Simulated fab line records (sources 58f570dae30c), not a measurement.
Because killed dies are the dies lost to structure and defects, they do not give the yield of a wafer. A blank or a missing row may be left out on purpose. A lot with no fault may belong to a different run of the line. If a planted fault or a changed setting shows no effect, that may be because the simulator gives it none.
fab line records | flow berkeley-cmos170
record: lots: 6 wafers: 18 last-day: 11
route steps=331 shown M2@277 V2@292
lots that met no fault: taken from a fault-free run of the same line
start-h: the number of hours between the record's first day and the start of the first shown wafer of the lot | wait-h: hours since the lot's step before | " the same as in the row above | L1.1+2: a row that stands for several wafers | - no value present, or no start provided | * or withheld: withheld | < > ~ a bound
route shown NAME@n: NAME is a module with steps in the file, n the number in the route of the first one | usual: average and standard deviation across the fault-free wafers | same: alike in all rows | chamber/n: place in a boat | sites: readings site by site | _std_site: standard deviation across them | _edge_site: outer sites' mean less inner sites' | radius-mm: how far each site lies from the wafer's centre | mask NAME#n: copy n | behind: the tool/chamber that last shaped the wafer | hold: what put the lot on hold/how long, in hours/how the hold closed | device: names the non-switching transistor (n, p or np) | end of line: the route-end tests of the same wafers | a step without rows: its recipe alone | killed: dies that structure and defects cost at the first sort, which is not the same as the wafer's yield | map: dies across one wafer; x = killed, . = not, _ = none there
set.NAME: the setting as run; set.NAME@STEP: as run at that earlier step | model.NAME: the simulator's own value behind a step, which no gauge read
lots at selected steps of the route; one table per step, one row per wafer
services: the hour from which a tool's chamber was out of use, counted from the record's first day as start-h (under 0 if before that day), plus the number of hours and why
== steps ==
step: UCB170_M2_SOFTBAKE_06
recipe: resist: KrF temp-c: 130 time-s: 60
step: UCB170_M2_STRIP_07
recipe: chemistry: O2 power-w: 400 pressure-mtorr: 3500 platen-temp-c: withheld o2-flow-sccm: 400 overash-fraction: 0.5
usual: drypump-motor-current-A: 5.8/0.46 oes-product-au: 0.735/0.0044 strip-time-to-endpoint-s: 21.95/0.065
columns lot.wafer tool chamber start-h wait-h drypump-motor-current-A oes-product-au rf-hours-counter-h strip-time-to-endpoint-s
L134.1 plasma-asher-04 1 172.53 0.1 5.3 0.730 44 21.91
L134.3 " 1 " " 5.3 0.734 - 21.94
L134.4 " 0 " " 5.7 0.741 - 21.85
L141.1 plasma-asher-03 0 214.03 0.1 6.2 0.731 55 21.93
L141.5 " 1 " " 5.8 0.734 - 21.87
L141.6 " 0 " " 6.2 0.734 - 21.90
L143.3 plasma-asher-03 0 220.67 0.1 6.2 0.736 - 21.92
L143.4 " 1 " " 5.8 0.739 - 21.84
L143.5 " 0 " " 6.2 0.735 - 21.83
L148.2 plasma-asher-04 0 234.67 0.1 5.7 0.732 52 22.01
L148.4 " 1 " " 5.4 0.730 - 22.05
L148.5 " 1 " " 5.4 0.730 - 22.05
L151.3 plasma-asher-03 0 257.28 0.1 6.2 0.732 - 21.92
L151.5 " 0 " " 6.2 0.737 - 21.94
L151.6 " 1 " " 5.8 0.738 - 21.95
L152.1 plasma-asher-04 1 257.39 0.1 5.4 0.738 54 21.83
L152.4 " 1 " " 5.4 0.738 - 21.85
L152.6 " 0 " " 5.7 0.734 - 21.84
step: UCB170_M2_STRIP_08
recipe: chemistry: DMSO temp-c: 80 time-s: 600 material: KrF
step: UCB170_M2_COAT_09
recipe: resist: BARC temp-c: withheld time-s: withheld spin-rpm: 3000 resist-thk-nm: withheld
step: UCB170_M2_COAT_10
recipe: resist: KrF spin-rpm: 1500 resist-thk-nm: 900
step: UCB170_M2_SOFTBAKE_11
recipe: resist: KrF temp-c: 130 time-s: 60
step: UCB170_M2_EXPOSE_12
recipe: mask-id: METAL2 target-cd-nm: 700 na: 0.5 sigma-outer: 0.6 source-shape: conventional dose-mj: 26
step: UCB170_M2_PEB_13
recipe: peb-temp-c: 129.3 peb-time-s: withheld resist: KrF
step: UCB170_M2_DEVELOP_14
recipe: developer: TMAH develop-time-s: 45 resist: KrF dev-temp-c: 21
step: UCB170_M2_CD_MEAS_15
recipe: target-cd-nm: 700
usual: cd-nm: 700.2/1.3
columns lot.wafer tool chamber start-h wait-h cd-nm
L134.1 cd-sem-01 - 173.94 - 699.5
L134.3 " - " " 700.1
L134.4 " - " " 699.6
L141.1 cd-sem-01 - 215.42 - 700.5
L141.5 " - " " 700.4
L141.6 " - " " 701.5
L143.3 cd-sem-02 - 222.30 - 699.9
L143.4 " - " " 699.8
L143.5 " - " " 700.5
L148.2 cd-sem-01 - 236.41 - 698.2
L148.4 " - " " 699.0
L148.5 " - " " 698.3
L152.1 cd-sem-01 - 259.32 - 699.6
L152.4 " - " " 698.1
L152.6 " - " " 699.3
L151.3 cd-sem-02 - 259.33 - 699.9
L151.5 " - " " 699.7
L151.6 " - " " 701.0
step: UCB170_M2_OVL_MEAS_16
usual: M2_OVL: 3/5.3
columns lot.wafer tool chamber start-h wait-h M2_OVL[nm]
L134.1 overlay-02 - 174.06 0.1 3
L134.3 " - " " 3
L134.4 " - " " 1
L141.1 overlay-01 - 215.54 0.1 0
L141.5 " - " " -3
L141.6 " - " " 0
L143.3 overlay-01 - 222.39 0.1 0
L143.4 " - " " 8
L143.5 " - " " 3
L148.2 overlay-01 - 236.52 0.1 -1
L148.4 " - " " 1
L148.5 " - " " 2
L151.3 overlay-01 - 259.42 0.1 -3
L151.5 " - " " 3
L151.6 " - " " 4
L152.1 overlay-02 - 259.44 0.1 -11
L152.4 " - " " -8
L152.6 " - " " -4
step: UCB170_M2_ETCH_17
recipe: chemistry: N2/H2 target-depth-a: withheld overetch-a: withheld target: BARC time-s: withheld source-w: 500 bias-w: 100 pressure-mtorr: 30 n2-flow-sccm: 100 h2-flow-sccm: 200
usual: drypump-motor-current-A: 5.8/0.55 oes-product-au: 1.000/0.012 throttle-valve-pct: 13.38/0.19
columns lot.wafer tool chamber start-h wait-h drypump-motor-current-A oes-product-au throttle-valve-pct
L134.1 rie-diel-02 2 174.10 0.0 5.2 1.006 13.12
L134.3 " 1 " " 4.7 1.015 13.47
L134.4 " 0 " " 6.1 1.005 13.40
L141.1 rie-diel-04 0 215.58 0.0 5.6 1.004 13.58
L141.5 " 1 " " 5.8 1.004 13.48
L141.6 " 0 " " 5.6 0.999 13.59
L143.3 rie-diel-03 0 222.42 0.0 5.9 0.998 13.46
L143.4 " 1 " " 6.0 0.978 13.53
L143.5 " 1 " " 6.0 0.992 13.54
L148.2 rie-diel-03 2 236.55 0.0 6.5 1.023 13.47
L148.4 " 0 " " 5.9 1.009 13.45
L148.5 " 0 " " 6.0 1.005 13.46
L151.3 rie-diel-04 1 259.45 0.0 5.9 1.002 13.49
L151.5 " 2 " " 5.4 0.991 13.05
L151.6 " 3 " " 5.2 1.007 13.25
L152.1 rie-diel-02 1 259.48 0.0 4.7 1.024 13.49
L152.4 " 0 " " 6.1 0.993 13.41
L152.6 " 2 " " 5.2 1.006 13.12
step: UCB170_M2_METAL_ETCH_18
recipe: chemistry: Cl2/BCl3 target: Al stop-on: SiO2 pressure-mtorr: 12 target-depth-a: 11700 over-etch-frac: 0.3 time-s: 195 icp-w: 600 bias-w: 120 Cl2_flow_sccm: 90 bcl3-flow-sccm: 45
usual: drypump-motor-current-A: 5.53/0.29 oes-product-au: 0.859/0.019 throttle-valve-pct: 24.49/0.22
columns lot.wafer tool chamber start-h wait-h drypump-motor-current-A oes-product-au rf-hours-counter-h throttle-valve-pct model.KrF_of_M2_COAT_10.thk-nm model.SiO2_of_V1_CVD_00.thk-nm model.M2.cd-nm
L134.1 rie-metal-04 1 174.14 - 5.07 0.878 6.8 24.42 175.1 936.1 698.3
L134.3 " 1 " " 5.05 0.866 - 24.45 175.5 935.6 697.8
L134.4 " 0 " " 5.42 0.863 - 24.69 194.2 936.9 694.1
L141.1 rie-metal-03 0 215.62 - 5.89 0.838 6.1 24.43 242 944 700.6
L141.5 " 1 " " 5.66 0.860 - 24.71 211.5 938.8 696.9
L141.6 " 0 " " 5.90 0.831 - 24.42 239.2 942.5 701.2
L143.3 rie-metal-03 1 222.52 - 5.67 0.846 - 24.74 355.1 951.1 706.5
L143.4 " 0 " " 5.90 0.822 - 24.43 386.8 955.5 710.1
L143.5 " 1 " " 5.62 0.833 - 24.73 359.5 951 709.2
L148.2 rie-metal-03 1 236.59 - 5.65 0.847 10.0 24.73 357.7 950.8 707.5
L148.4 " 1 " " 5.66 0.853 - 24.73 351.1 950.4 706.6
L148.5 " 1 " " 5.67 0.840 - 24.72 359.5 951.3 704.8
L152.1 rie-metal-04 1 259.52 - 5.07 0.863 9.1 24.44 192.9 938.1 695.8
L152.4 " 1 " " 5.06 0.870 - 24.42 192.6 937.5 694
L152.6 " 1 " " 5.06 0.871 - 24.44 189.7 937.6 697.3
L151.3 rie-metal-02 0 259.55 - 5.35 0.851 - 24.66 206.7 936.8 698.2
L151.5 " 0 " " 5.36 0.844 - 24.64 213.4 938.7 696.4
L151.6 " 1 " " 5.82 0.881 - 24.04 221.2 938.5 701.2
step: UCB170_M2_STRIP_19
recipe: chemistry: O2 power-w: 400 pressure-mtorr: 3500 platen-temp-c: withheld o2-flow-sccm: 400 overash-fraction: 0.5
usual: drypump-motor-current-A: 5.7/0.52 oes-product-au: 0.535/0.022
columns lot.wafer tool chamber start-h wait-h drypump-motor-current-A oes-product-au rf-hours-counter-h
L134.1 plasma-asher-04 0 174.33 0.1 5.7 0.508 45
L134.3 " 1 " " 5.4 0.500 -
L134.4 " 0 " " 5.7 0.519 -
L141.1 plasma-asher-01 1 215.81 0.1 6.4 0.576 42
L141.5 " 1 " " 6.3 0.543 -
L141.6 " 0 " " 5.0 0.566 -
L143.3 plasma-asher-01 1 222.68 0.1 6.3 0.684 -
L143.4 " 0 " " 5.0 0.717 -
L143.5 " 1 " " 6.3 0.689 -
L148.2 plasma-asher-01 1 236.78 0.1 6.3 0.691 45
L148.4 " 0 " " 5.0 0.685 -
L148.5 " 0 " " 4.9 0.693 -
L151.3 plasma-asher-04 1 259.71 0.1 5.3 0.538 -
L151.5 " 0 " " 5.7 0.542 -
L151.6 " 1 " " 5.3 0.556 -
L152.1 plasma-asher-01 1 259.77 0.2 6.3 0.522 47
L152.4 " 0 " " 5.0 0.520 -
L152.6 " 0 " " 5.0 0.521 -
step: UCB170_M2_CD_MEAS_90
recipe: target-cd-nm: 700
usual: cd-nm: 699.0/2.8
columns lot.wafer tool chamber start-h wait-h cd-nm
L134.1 cd-sem-01 - 174.43 0.1 698.2
L134.3 " - " " 697.6
L134.4 " - " " 693.8
L141.1 cd-sem-02 - 215.91 0.1 700.7
L141.5 " - " " 696.8
L141.6 " - " " 701.1
L143.3 cd-sem-01 - 222.79 0.1 706.1
L143.4 " - " " 709.9
L143.5 " - " " 709.2
L148.2 cd-sem-02 - 236.90 0.1 707.6
L148.4 " - " " 706.8
L148.5 " - " " 704.6
L151.3 cd-sem-01 - 259.82 0.1 698.5
L151.5 " - " " 696.2
L151.6 " - " " 700.9
L152.1 cd-sem-01 - 259.90 0.1 695.8
L152.4 " - " " 693.9
L152.6 " - " " 697.2
step: UCB170_V2_CVD_00
recipe: material: SiO2 target-thk-nm: 2000 temp-c: 390 precursor: TEOS/O2 time-s: 250 rf-w: 550 pressure-mtorr: 9000
usual: heater-power-w: 265/51
columns lot.wafer tool chamber start-h wait-h heater-power-w
L134.1 pecvd-01 0 174.55 0.1 160
L134.3 " 2 " " 264
L134.4 " 0 " " 226
L141.1 pecvd-04 1 216.03 0.1 241
L141.5 " 0 " " 215
L141.6 " 2 " " 232
L143.3 pecvd-04 1 222.95 0.1 245
L143.5 " 1 " " 321
L148.2 pecvd-03 2 237.00 0.1 315
L148.4 " 0 " " 230
L148.5 " 2 " " 232
L151.3 pecvd-03 0 259.90 0.1 304
L151.5 " 1 " " 199
L151.6 " 2 " " 239
L152.1 pecvd-01 1 260.02 0.1 346
L152.4 " 0 " " 163
L152.6 " 2 " " 216
== services ==
columns tool chamber start-h hours kind
pecvd-03 0 149.50 - clean
pecvd-03 1 149.50 - clean
pecvd-03 2 149.50 - clean
rie-metal-03 - 187.49 0.3 repair
rie-diel-03 1 193.92 3.0 repair
rie-diel-04 3 214.29 6.5 repair
pecvd-04 0 221.81 6.5 repair
rie-diel-02 - 223.26 1.9 repair
rie-diel-03 2 227.47 1.5 repair
rie-diel-02 1 231.91 2.4 repair
rie-diel-03 - 237.47 0.9 repair
rie-metal-02 - 241.89 2.8 pm
rie-diel-03 - 245.10 4.0 pm
plasma-asher-03 - 247.57 6.7 repair
== key ==
first-sign: step: UCB170_M2_STRIP_19 reading: oes-product-au direction: up sigmas: 7.1 usual: 0.535 struck: 0.693
effect: step: UCB170_M2_CD_MEAS_90 reading: cd-nm direction: up sigmas: 3 usual: 699.0 struck: 707.4
model-effect: step: UCB170_M2_METAL_ETCH_18 value: KrF_of_M2_COAT_10.thk-nm without: 212.6 struck: 361.6
met-at UCB170_M2_METAL_ETCH_18
struck-wafers L143.3,L143.4,L143.5,L148.2,L148.4,L148.5
later-rows-left-out L143.4
sort-left-out L143.3,L143.4,L143.5,L148.2,L148.4,L148.5
onset-between 215.62 222.52
also-fits UCB170_M2_ETCH_17:rie-diel-03
fault: kind: process-parameter-drift tool: rie-metal-03 chamber: - onset-h: 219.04 steps: UCB170_M2_METAL_ETCH_18 channel: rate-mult offset: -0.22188 shape: step end-h: 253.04
sort-left-out: the simulated sort isn't trusted on such a fault, so these wafers' sort isn't shown, and their yield isn't known
later-rows-left-out: the simulator's readings of these wafers behind a module that went badly wrong aren't trusted and aren't shown, but for the sort
